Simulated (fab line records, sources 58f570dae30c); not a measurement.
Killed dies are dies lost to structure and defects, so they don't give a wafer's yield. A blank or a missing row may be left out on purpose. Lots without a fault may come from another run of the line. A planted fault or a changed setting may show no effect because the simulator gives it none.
A struck lot beside a sound one | flow berkeley_cmos170 | 16 steps out of a route of 331
Sound: wafers L747.3, L747.5, L747.6. Struck: wafer L750.6. (L750.1, L750.2 of the same lot were not struck and are left out.) The cause comes at the end.
At each step with rows: each side's tool, then ch and its chambers, then its first start. Under that, the readings that differ: sound wafers | struck wafers | difference of the means | sigmas: that difference in standard deviations of wafers without a fault.
alike: readings whose means differ by less than 2 such deviations, and words and numbers that are the same on both sides. not compared: withheld readings, readings that some wafer has no value for, bounds like >300 that may hide the same value, and numbers for which the record gives no deviation and whose values overlap.
The two part at a step that has a row with sigmas, a row that says differs or no value, or rows on one side only. Numbers that don't overlap but have no deviation are shown without sigmas and don't part them. A reading that every wafer of one side lacks parts them only if that side has two wafers or more.

first, 6 steps without rows for these wafers: UCB170_M2_COAT_09; UCB170_M2_COAT_10 (resist thk 900 nm); UCB170_M2_SOFTBAKE_11 (time 60 s); UCB170_M2_EXPOSE_12 (exposes mask METAL2, target cd 700 nm); UCB170_M2_PEB_13; UCB170_M2_DEVELOP_14 (develop time 45 s).
UCB170_M2_CD_MEAS_15: target cd 700 nm.
  sound on cd_sem-01, day 7 18:11; struck on cd_sem-01, day 8 18:01
  alike: cd_nm
UCB170_M2_OVL_MEAS_16:
  sound on overlay-02, day 7 18:17; struck on overlay-02, day 8 18:08
  alike: M2_OVL
UCB170_M2_ETCH_17: etches BARC in N2/H2.
  sound on rie_diel-01 ch 1,2, day 7 18:19; struck on rie_diel-03 ch 2, day 8 18:10
  alike: drypump_motor_current_A, oes_product_au, throttle_valve_pct
UCB170_M2_METAL_ETCH_18: etches Al in Cl2/BCl3, stops on SiO2, target depth 1170 nm, time 195 s.
  sound on rie_metal-01 ch 0,1, day 7 18:25; struck on rie_metal-04 ch 1, day 8 18:13
  reading                     | sound       | struck | difference | sigmas
  drypump_motor_current_A (A) | 5.2 5.2 5.6 | 6.6    | +1.3       | +2
  alike: oes_product_au, throttle_valve_pct
  not compared: rf_hours_counter_h
UCB170_M2_STRIP_19: strips in O2.
  sound on plasma_asher-04 ch 0,1, day 7 18:34; struck on plasma_asher-02 ch 1, day 8 18:24
  alike: drypump_motor_current_A, oes_product_au
  not compared: rf_hours_counter_h
UCB170_M2_CD_MEAS_90: target cd 700 nm.
  sound on cd_sem-02, day 7 18:41; struck on cd_sem-02, day 8 18:30
  alike: cd_nm
UCB170_V2_CVD_00: deposits SiO2 from TEOS/O2, target thk 2000 nm, time 250 s.
  sound on pecvd-04 ch 0,1,2, day 7 18:46; struck on pecvd-04 ch 0, day 8 18:37
  reading                             | sound             | struck | difference | sigmas
  rf_fwd_power_W (W)                  | 548.2 549.8 547.3 | 329.8  | -218.6     | -99 or more
  model.SiO2_of_V2_CVD_00.thk_nm (nm) | 2011 2012 2032    | 1731   | -287       |
  alike: heater_power_w
UCB170_V2_THK_MEAS_01:
  sound on film_metro-02, day 7 18:56; struck on film_metro-01, day 8 18:47
  reading          | sound          | struck | difference | sigmas
  V2_TEOS_THK (nm) | 2012 2014 2032 | 1732   | -287       | -11
UCB170_V2_CMP_02: polishes SiO2.
  sound on cmp-01 ch 0,2,3, day 7 19:07; struck on cmp-01 ch 0, day 8 18:53
  alike: motor_current_A
UCB170_M3_PROBE_99:
  the record has rows for the sound wafers here (prober-01, day 8 01:46) and none for the struck ones

WHERE THEY PART
First at UCB170_M2_METAL_ETCH_18; last, within this record, at UCB170_M3_PROBE_99.

WHY: what the simulator had put in
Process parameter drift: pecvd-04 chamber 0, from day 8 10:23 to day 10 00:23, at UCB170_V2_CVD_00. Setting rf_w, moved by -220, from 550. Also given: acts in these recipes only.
